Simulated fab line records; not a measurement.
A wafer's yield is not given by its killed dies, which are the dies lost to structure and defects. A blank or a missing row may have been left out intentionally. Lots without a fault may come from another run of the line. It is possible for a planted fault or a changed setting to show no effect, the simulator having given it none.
fab line records -- flow rit-cmos
record lots=15, wafers=45, last-day=7
route steps=202 shown ACTIVE@16 FOX2@24 SPACER@128 NSD@140 M1@202
lots untouched by any fault: they come from a run of this same line in which no faults occurred
start-h: the number of hours between the record's first day and the start of the first shown wafer of the lot -- wait-h: hours from the lot's prior step to this one -- " same as the row above -- L1.1+2: several wafers, shown together as one row -- - no value, or no start given -- * or withheld: withheld -- < > ~ a bound
route shown NAME@n: names a module that has steps shown in the file, with the first one's number in the route -- usual: mean and standard deviation over wafers with no fault -- same: alike in all rows -- chamber/n: place in a boat -- sites: each site's reading -- _std_site: standard deviation across them -- _edge_site: inner sites' mean taken away from outer sites' mean -- radius-mm: how far each site lies from the wafer's centre -- mask NAME#n: copy n -- behind: the tool/chamber that last shaped the wafer -- hold: what put the lot on hold/how long, in hours/how the hold closed -- device: the transistor (n, p or np) that didn't switch -- end of line: tests run on the same wafers once the route is complete -- a step given without rows: its recipe and nothing more -- killed: dies lost to structure and defects at the first sort, not the wafer's yield -- map: a wafer's dies, x killed, . not, _ none there
set.NAME: the run value of the setting; set.NAME@STEP: its run value at that earlier step -- model.NAME: the simulator's own value behind a step, which no gauge read
route steps across a sampled set of lots; one table per step, one row per wafer
services: the hour from which a tool's chamber was out of use, counted from the record's first day as start-h (under 0 if before that day), plus the number of hours and why
## steps
# step RIT_ACTIVE_CD_MEAS_90
# recipe target-cd-nm=1400
# usual cd-nm=1399.6/2.7
lot.wafer,tool,chamber,start-h,wait-h,cd-nm
L929.2,cd-sem-01,-,15.57,0.1,1397.2
L929.4,cd-sem-01,-,15.57,0.1,1399.5
L929.6,cd-sem-01,-,15.57,0.1,1399.9
L930.1,cd-sem-01,-,20.33,0.1,1399.5
L930.3,cd-sem-01,-,20.33,0.1,1402.1
L930.4,cd-sem-01,-,20.33,0.1,1399.1
L933.2,cd-sem-01,-,35.16,0.1,1401.1
L933.3,cd-sem-01,-,35.16,0.1,1403.1
L933.5,cd-sem-01,-,35.16,0.1,1399.2
L934.3,cd-sem-01,-,41.25,0.1,1400.6
L934.5,cd-sem-01,-,41.25,0.1,1398.4
L934.6,cd-sem-01,-,41.25,0.1,1400.6
L935.2,cd-sem-02,-,45.04,0.1,1398.1
L935.4,cd-sem-02,-,45.04,0.1,1398.5
L935.6,cd-sem-02,-,45.04,0.1,1401.8
L936.1,cd-sem-01,-,50.14,0.1,1402.3
L936.2,cd-sem-01,-,50.14,0.1,1399.5
L936.3,cd-sem-01,-,50.14,0.1,1399.6
L937.1,cd-sem-01,-,55.02,0.1,1400.3
L937.5,cd-sem-01,-,55.02,0.1,1401.6
L937.6,cd-sem-01,-,55.02,0.1,1398.2
L942.1,cd-sem-02,-,80.43,0.1,1402.3
L942.4,cd-sem-02,-,80.43,0.1,1405.7
L942.6,cd-sem-02,-,80.43,0.1,1404.0
L943.1,cd-sem-02,-,85.35,0.1,1395.2
L943.3,cd-sem-02,-,85.35,0.1,1397.5
L943.4,cd-sem-02,-,85.35,0.1,1396.5
L944.2,cd-sem-02,-,90.28,0.1,1399.2
L944.3,cd-sem-02,-,90.28,0.1,1402.2
L944.4,cd-sem-02,-,90.28,0.1,1402.0
L947.2,cd-sem-01,-,105.04,0.1,1402.5
L947.4,cd-sem-01,-,105.04,0.1,1403.8
L947.5,cd-sem-01,-,105.04,0.1,1402.3
L949.1,cd-sem-01,-,119.84,0.1,1393.7
L949.4,cd-sem-01,-,119.84,0.1,1393.1
L949.5,cd-sem-01,-,119.84,0.1,1392.6
L950.2,cd-sem-02,-,125.43,0.1,1400.7
L950.3,cd-sem-02,-,125.43,0.1,1399.3
L950.4,cd-sem-02,-,125.43,0.1,1399.3
L951.1,cd-sem-01,-,125.64,0.1,1396.9
L951.5,cd-sem-01,-,125.64,0.1,1399.0
L951.6,cd-sem-01,-,125.64,0.1,1397.5
L952.1,cd-sem-01,-,130.14,0.1,1397.9
L952.2,cd-sem-01,-,130.14,0.1,1396.9
L952.6,cd-sem-01,-,130.14,0.1,1399.0
# step RIT_FOX2_THK_MEAS_01
# recipe reads=SiO2_of_FOX2_OXIDATION_00
# usual FOX2_OXIDE_THK=350/6.3
lot.wafer,tool,chamber,start-h,wait-h,FOX2_OXIDE_THK[nm]
L929.2,film-metro-04,-,21.38,0.0,343
L929.4,film-metro-04,-,21.38,0.0,344
L929.6,film-metro-04,-,21.38,0.0,341
L930.1,film-metro-03,-,25.08,0.0,361
L930.3,film-metro-03,-,25.08,0.0,369
L930.4,film-metro-03,-,25.08,0.0,353
L933.2,film-metro-04,-,39.44,0.0,342
L933.3,film-metro-04,-,39.44,0.0,344
L933.5,film-metro-04,-,39.44,0.0,341
L934.3,film-metro-02,-,44.88,0.0,348
L934.5,film-metro-02,-,44.88,0.0,346
L934.6,film-metro-02,-,44.88,0.0,343
L935.2,film-metro-02,-,49.22,0.0,357
L935.4,film-metro-02,-,49.22,0.0,347
L935.6,film-metro-02,-,49.22,0.0,357
L936.1,film-metro-03,-,53.59,0.0,360
L936.2,film-metro-03,-,53.59,0.0,352
L936.3,film-metro-03,-,53.59,0.0,355
L937.1,film-metro-02,-,61.08,0.0,341
L937.5,film-metro-02,-,61.08,0.0,337
L937.6,film-metro-02,-,61.08,0.0,336
L942.1,film-metro-02,-,83.77,0.0,355
L942.4,film-metro-02,-,83.77,0.0,357
L942.6,film-metro-02,-,83.77,0.0,355
L943.1,film-metro-03,-,90.36,0.0,348
L943.3,film-metro-03,-,90.36,0.0,351
L943.4,film-metro-03,-,90.36,0.0,350
L944.2,film-metro-03,-,93.86,0.0,355
L944.3,film-metro-03,-,93.86,0.0,363
L944.4,film-metro-03,-,93.86,0.0,357
L947.2,film-metro-02,-,109.36,0.0,346
L947.4,film-metro-02,-,109.36,0.0,346
L947.5,film-metro-02,-,109.36,0.0,346
L949.1,film-metro-03,-,126.27,0.0,352
L949.4,film-metro-03,-,126.27,0.0,350
L949.5,film-metro-03,-,126.27,0.0,353
L950.2,film-metro-03,-,128.74,0.0,352
L950.3,film-metro-03,-,128.74,0.0,348
L950.4,film-metro-03,-,128.74,0.0,356
L951.1,film-metro-03,-,129.07,0.0,353
L951.5,film-metro-03,-,129.07,0.0,355
L951.6,film-metro-03,-,129.07,0.0,356
L952.1,film-metro-03,-,137.93,0.0,352
L952.2,film-metro-03,-,137.93,0.0,362
L952.6,film-metro-03,-,137.93,0.0,350
# step RIT_SPACER_CVD_03
# recipe material=Si3N4, target-thk-nm=250, temp-c=810, precursor=SiH2Cl2/NH3, time-s=3300, pressure-mtorr=300, sih2cl2-flow-sccm=60, nh3-flow-sccm=150
# usual nh3-flow-sccm=150.1/0.43, pressure-mtorr=300.0/0.61
lot.wafer,tool,chamber,start-h,wait-h,nh3-flow-sccm,pressure-mtorr
L929.2,lpcvd-01,0,49.05,0.0,149.8,299.8
L929.4,lpcvd-01,0,49.05,0.0,149.5,300.1
L929.6,lpcvd-01,0,49.05,0.0,149.6,300.8
L930.1,lpcvd-01,0,53.11,0.0,150.5,298.9
L930.3,lpcvd-01,0,53.11,0.0,149.8,300.0
L930.4,lpcvd-01,0,53.11,0.0,150.8,299.7
L933.2,lpcvd-02,1,67.10,0.2,150.3,300.6
L933.3,lpcvd-02,1,67.10,0.2,150.9,299.8
L933.5,lpcvd-02,1,67.10,0.2,150.2,300.1
L934.3,lpcvd-01,1,71.62,0.7,150.3,299.9
L934.5,lpcvd-01,1,71.62,0.7,150.2,300.4
L934.6,lpcvd-01,1,71.62,0.7,150.9,301.6
L935.2,lpcvd-01,0,75.26,0.0,150.0,299.9
L935.4,lpcvd-01,0,75.26,0.0,150.2,300.1
L935.6,lpcvd-01,0,75.26,0.0,150.3,299.6
L936.1,lpcvd-02,1,80.14,0.0,149.9,299.9
L936.2,lpcvd-02,1,80.14,0.0,149.6,300.0
L936.3,lpcvd-02,1,80.14,0.0,148.7,299.9
L937.1,lpcvd-01,0,88.77,0.6,149.5,299.0
L937.5,lpcvd-01,0,88.77,0.6,150.4,300.2
L937.6,lpcvd-01,0,88.77,0.6,149.7,299.9
L942.1,lpcvd-02,1,109.89,0.0,-,-
L942.4,lpcvd-02,1,109.89,0.0,-,-
L942.6,lpcvd-02,1,109.89,0.0,-,-
L943.1,lpcvd-02,1,122.69,0.0,-,-
L943.3,lpcvd-02,1,122.69,0.0,-,-
L943.4,lpcvd-02,1,122.69,0.0,-,-
L944.2,lpcvd-01,0,129.56,0.0,-,-
L944.3,lpcvd-01,0,129.56,0.0,-,-
L944.4,lpcvd-01,0,129.56,0.0,-,-
L947.2,lpcvd-01,1,139.30,0.0,150.8,300.2
L947.4,lpcvd-01,1,139.30,0.0,150.2,298.6
L947.5,lpcvd-01,1,139.30,0.0,151.0,300.9
L949.1,lpcvd-02,1,153.21,0.0,149.7,299.1
L949.4,lpcvd-02,1,153.21,0.0,149.6,300.0
L949.5,lpcvd-02,1,153.21,0.0,150.1,300.0
L950.2,lpcvd-01,1,157.23,0.0,149.3,299.4
L950.3,lpcvd-01,1,157.23,0.0,149.6,299.4
L950.4,lpcvd-01,1,157.23,0.0,149.5,300.2
L951.1,lpcvd-02,1,161.74,0.0,149.6,299.7
L951.5,lpcvd-02,1,161.74,0.0,149.3,299.0
L951.6,lpcvd-02,1,161.74,0.0,149.6,300.4
L952.1,lpcvd-02,0,165.91,0.0,149.5,300.3
L952.2,lpcvd-02,0,165.91,0.0,149.8,301.2
L952.6,lpcvd-02,0,165.91,0.0,150.1,300.5
# step RIT_NSD_STRIP_09
# recipe chemistry=O2, time-s=180, resist=NOVOLAK, platen-temp-c=withheld, power-w=500, pressure-mtorr=4000, o2-flow-sccm=4000
# usual drypump-motor-current-A=6.06/0.25
lot.wafer,tool,chamber,start-h,wait-h,drypump-motor-current-A,rf-hours-counter-h
L929.2,plasma-asher-03,0,52.63,0.1,6.15,28
L929.4,plasma-asher-03,0,52.63,0.1,6.19,-
L929.6,plasma-asher-03,0,52.63,0.1,6.17,-
L930.1,plasma-asher-04,1,56.42,0.1,6.38,38
L930.3,plasma-asher-04,1,56.42,0.1,6.46,-
L930.4,plasma-asher-04,0,56.42,0.1,6.02,-
L933.2,plasma-asher-04,0,70.41,0.1,6.11,39
L933.3,plasma-asher-04,0,70.41,0.1,6.02,-
L933.5,plasma-asher-04,1,70.41,0.1,6.40,-
L934.3,plasma-asher-03,0,75.21,0.1,6.15,-
L934.5,plasma-asher-03,1,75.21,0.1,5.96,-
L934.6,plasma-asher-03,0,75.21,0.1,6.13,-
L935.2,plasma-asher-01,0,78.88,0.1,5.67,45
L935.4,plasma-asher-01,1,78.88,0.1,5.64,-
L935.6,plasma-asher-01,1,78.88,0.1,5.64,-
L936.1,plasma-asher-03,1,83.62,0.1,5.96,31
L936.2,plasma-asher-03,0,83.62,0.1,6.14,31
L936.3,plasma-asher-03,1,83.62,0.1,5.95,-
L937.1,plasma-asher-04,1,92.08,0.1,6.38,42
L937.5,plasma-asher-04,0,92.08,0.1,6.04,-
L937.6,plasma-asher-04,1,92.08,0.1,6.36,-
L947.2,plasma-asher-01,0,142.85,0.1,5.66,49
L947.4,plasma-asher-01,0,142.85,0.1,5.64,-
L947.5,plasma-asher-01,1,142.85,0.1,5.66,-
L949.1,plasma-asher-01,1,156.70,0.1,5.68,51
L949.4,plasma-asher-01,0,156.70,0.1,5.66,-
L949.5,plasma-asher-01,1,156.70,0.1,5.66,-
L950.2,plasma-asher-04,1,160.98,0.1,6.41,50
L950.3,plasma-asher-04,0,160.98,0.1,6.04,-
L950.4,plasma-asher-04,1,160.98,0.1,6.40,-
L951.1,plasma-asher-04,1,165.05,0.1,6.37,50
L951.5,plasma-asher-04,1,165.05,0.1,6.42,-
L951.6,plasma-asher-04,0,165.05,0.1,6.06,-
L952.1,plasma-asher-04,1,169.22,0.1,6.39,51
L952.2,plasma-asher-04,0,169.22,0.1,6.05,51
L952.6,plasma-asher-04,0,169.22,0.1,6.08,-
# step RIT_M1_PROBE_99
# usual defect-limited-yield=97.5/1.1, killed_at_M0_to_M3=0.0/0.12, killed-at-contacts=0.0/0.2, killed-at-front-end=6.6/2.8, killed-dies=6.6/2.8, killed-open=3.3/1.9, killed-short=3.2/1.8, sort_bin_3_pad_short=0.1/0.2, sort_bin_5_function=1.4/0.83, sort_bin_6_memory=0.9/0.55, sort-n-pass=257.4/2.8, sort-yield-pct=97.5/1.1
# same gross-dies=264, killed_at_M4_up=0, killed-at-back-side=0, killed-at-other=0
lot.wafer,tool,chamber,start-h,wait-h,defect-limited-yield[%],killed_at_M0_to_M3,killed-at-contacts,killed-at-front-end,killed-dies,killed-open,killed-short,sort_bin_3_pad_short[%],sort_bin_5_function[%],sort_bin_6_memory[%],sort-n-pass,sort-yield-pct[%]
L947.2,prober-02,-,152.76,0.1,97.0,0,0,8,8,4,4,0,2.7,0.4,256.0,97.0
L947.4,prober-02,-,152.86,0.2,95.5,0,0,12,12,7,5,0.4,2.7,1.5,252.0,95.5
L947.5,prober-02,-,152.91,0.2,98.9,0,0,3,3,1,2,0.4,0,0.8,261.0,98.9
L949.1,prober-02,-,167.64,0.1,98.9,0,0,3,3,2,1,0,0.4,0.8,261.0,98.9
L949.4,prober-02,-,167.79,0.2,97.0,0,0,8,8,4,4,0,2.3,0.8,256.0,97.0
L949.5,prober-02,-,167.84,0.2,99.6,0,0,1,1,1,0,0,0.4,0,263.0,99.6
L950.2,prober-01,-,170.68,0.1,95.8,0,0,11,11,4,6,0.4,1.5,2.3,253.0,95.8
L950.3,prober-01,-,170.73,0.2,97.3,0,0,7,7,4,2,0,1.9,0.8,257.0,97.3
L950.4,prober-01,-,170.78,0.2,97.3,0,0,7,7,3,4,0.4,1.5,0.8,257.0,97.3
L951.1,prober-02,-,174.75,0.1,97.0,0,0,8,8,4,4,0,1.5,1.5,256.0,97.0
L951.5,prober-02,-,174.95,0.2,97.0,0,0,8,8,3,5,0,1.9,1.1,256.0,97.0
L951.6,prober-02,-,175.00,0.2,98.5,0,0,4,4,2,2,0,0.4,1.1,260.0,98.5
L952.1,prober-01,-,178.94,0.1,98.5,0,0,4,4,2,2,0,1.1,0.4,260.0,98.5
L952.2,prober-01,-,178.99,0.1,99.2,0,0,2,2,2,0,0,0.8,0,262.0,99.2
L952.6,prober-01,-,179.19,0.2,98.5,0,0,4,4,1,3,0,1.1,0.4,260.0,98.5
# killed by level:class
L947.2 GATE:geometric-particle:open=3 GATE:geometric-particle:short=2 SPACER:geometric-particle:short=1 SILICIDE:geometric-particle:short=1 SILICIDE:geometric-particle:open=1
L947.4 GATE:geometric-particle:open=5 GATE:geometric-particle:short=4 FOX1:geometric-particle:open=2 SILICIDE:geometric-particle:short=1
L947.5 FOX1:geometric-particle:short=1 GATE:geometric-particle:open=1 SILICIDE:geometric-particle:short=1
L949.1 GATE:geometric-particle:open=1 REOX:geometric-particle:open=1 SPACER:geometric-particle:short=1
L949.4 GATE:geometric-particle:open=2 SILICIDE:geometric-particle:short=2 FOX2:geometric-particle:open=1 GATE:geometric-particle:short=1 REOX:geometric-particle:short=1 SPACER:geometric-particle:open=1
L949.5 SILICIDE:geometric-particle:open=1
L950.2 GATE:geometric-particle:short=3 FOX1:geometric-particle:short=2 GATE:geometric-particle:open=2 REOX:geometric-particle:open=1 REOX:geometric-particle:short=1 SPACER:geometric-particle:open=1 NLDD:coat-microbubble-printed=1
L950.3 GATE:geometric-particle:open=2 FOX2:geometric-particle:open=1 GATE:geometric-particle:short=1 REOX:geometric-particle:short=1 REOX:geometric-particle:open=1 NLDD:coat-microbubble-printed=1
L950.4 FOX1:geometric-particle:open=2 FOX2:geometric-particle:short=1 GATE:geometric-particle:short=1 SPACER:geometric-particle:short=1 SILICIDE:geometric-particle:open=1 SILICIDE:geometric-particle:short=1
L951.1 SPACER:geometric-particle:short=2 SPACER:geometric-particle:open=2 GATE:geometric-particle:open=1 REOX:geometric-particle:short=1 REOX:geometric-particle:open=1 SILICIDE:geometric-particle:short=1
L951.5 GATE:geometric-particle:short=2 GATE:geometric-particle:open=2 FOX1:geometric-particle:short=1 REOX:geometric-particle:short=1 SPACER:geometric-particle:short=1 SPACER:geometric-particle:open=1
L951.6 GATE:geometric-particle:open=2 REOX:geometric-particle:short=1 SPACER:geometric-particle:short=1
L952.1 FOX2:geometric-particle:short=1 FOX2:geometric-particle:open=1 SPACER:geometric-particle:short=1 SILICIDE:geometric-particle:open=1
L952.2 GATE:geometric-particle:open=1 SPACER:geometric-particle:open=1
L952.6 GATE:geometric-particle:short=2 FOX2:geometric-particle:open=1 SPACER:geometric-particle:short=1
## services
tool,chamber,start-h,hours,kind
plasma-asher-03,-,57.27,5.9,repair
plasma-asher-01,-,105.85,1.3,repair
plasma-asher-01,-,108.39,19.9,repair
lpcvd-02,-,111.80,2.8,pm
## key
first-sign step=RIT_SPACER_CVD_03, reading=tool-record, direction=missing
effect none on later readings
met-at RIT_SPACER_CVD_03
struck-lots L942,L943,L944
scrapped-behind RIT_SPACER_THK_MEAS_04 L942.1,L942.4,L942.6,L943.1,L943.3,L943.4,L944.2,L944.3,L944.4
not-acting-at RIT_ACTIVE_CD_MEAS_90,RIT_FOX2_THK_MEAS_01,RIT_NSD_STRIP_09
onset-between 88.77 109.89
fault kind=skipped-step-whole, tool=lpcvd-01,lpcvd-02, chamber=-, onset-h=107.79, steps=RIT_SPACER_CVD_03, scope=struck-lots-only
